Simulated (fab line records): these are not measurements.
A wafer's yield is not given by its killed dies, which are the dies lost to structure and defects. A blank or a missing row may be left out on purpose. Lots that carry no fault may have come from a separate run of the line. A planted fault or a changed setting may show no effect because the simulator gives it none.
Which tool was responsible? + flow rit-cmos + route of 202 steps, sampled at 1 step: 14 lots, 42 wafers

== WHAT EACH GAUGE READ, for each wafer ==
The record holds no reading of a measuring or inspecting step that can be judged against a usual standard deviation.

== WHICH TOOL RAN EACH LOT (tool, then ch and the chambers of the sampled wafers, then the start) ==
| lot  | RIT_M1_DEVELOP_08                |
|------|----------------------------------|
| L418 | litho-track-04 ch 0, day 3 12:00 |
| L419 | litho-track-01 ch 0, day 3 17:00 |
| L422 | litho-track-04 ch 0, day 4 08:00 |
| L424 | litho-track-03 ch 0, day 4 18:00 |
| L427 | litho-track-03, day 5 10:00      |
| L428 | litho-track-04, day 5 17:00      |
| L430 | litho-track-01 ch 0, day 6 02:00 |
| L432 | litho-track-04 ch 0, day 6 11:00 |
| L433 | litho-track-03 ch 0, day 6 16:00 |
| L434 | litho-track-03 ch 0, day 6 20:00 |
| L435 | litho-track-03 ch 0, day 7 06:00 |
| L436 | litho-track-04 ch 0, day 7 14:00 |
| L438 | litho-track-01 ch 0, day 7 21:00 |
| L439 | litho-track-03 ch 0, day 8 05:00 |
- RIT_M1_DEVELOP_08: develop time 70.86 s.

== AS READ BY THE TOOLS THEMSELVES (means over the sampled wafers that have a number; for cases with no such wafer, the mark the record gives instead) ==
RIT_M1_DEVELOP_08. Usual: 22.99 C for chill-plate-temp-C, sd 0.098.
| lot  | tool           | chill-plate-temp-C (C) | flag |
|------|----------------|------------------------|------|
| L418 | litho-track-04 | 23.10                  |      |
| L419 | litho-track-01 | 22.95                  |      |
| L422 | litho-track-04 | 23.09                  |      |
| L424 | litho-track-03 | 23.06                  |      |
| L427 | litho-track-03 | -                      | OFF  |
| L428 | litho-track-04 | -                      | OFF  |
| L430 | litho-track-01 | 22.92                  |      |
| L432 | litho-track-04 | 23.04                  |      |
| L433 | litho-track-03 | 22.90                  |      |
| L434 | litho-track-03 | 22.99                  |      |
| L435 | litho-track-03 | 23.05                  |      |
| L436 | litho-track-04 | 23.06                  |      |
| L438 | litho-track-01 | 22.96                  |      |
| L439 | litho-track-03 | 23.07                  |      |

== THE ANSWER, worked out from the rows above alone ==
Rule: lot off if the mean of its wafers having a number is beyond 3 standard deviations from the usual mean. Also off: a lot with no number at a reading for which 4 or more lots have one. All remaining lots with rows at the step are treated as sound. The gauges are gone through in route order, then the tools' own readings, and for those a lot's mean is taken as printed above. At the first step where some lot is off, the reading lying furthest off is the one used; lots without a number count as furthest.
Off: L427, L428, at RIT_M1_DEVELOP_08 (chill-plate-temp-C). Without a number there: L427, L428.
A tool fits if, at that step or a process step before it, it ran every lot that is off, and no sound lot after the first of them. None of those tried fits.

== WHAT WAS PUT IN BY THE SIMULATOR ==
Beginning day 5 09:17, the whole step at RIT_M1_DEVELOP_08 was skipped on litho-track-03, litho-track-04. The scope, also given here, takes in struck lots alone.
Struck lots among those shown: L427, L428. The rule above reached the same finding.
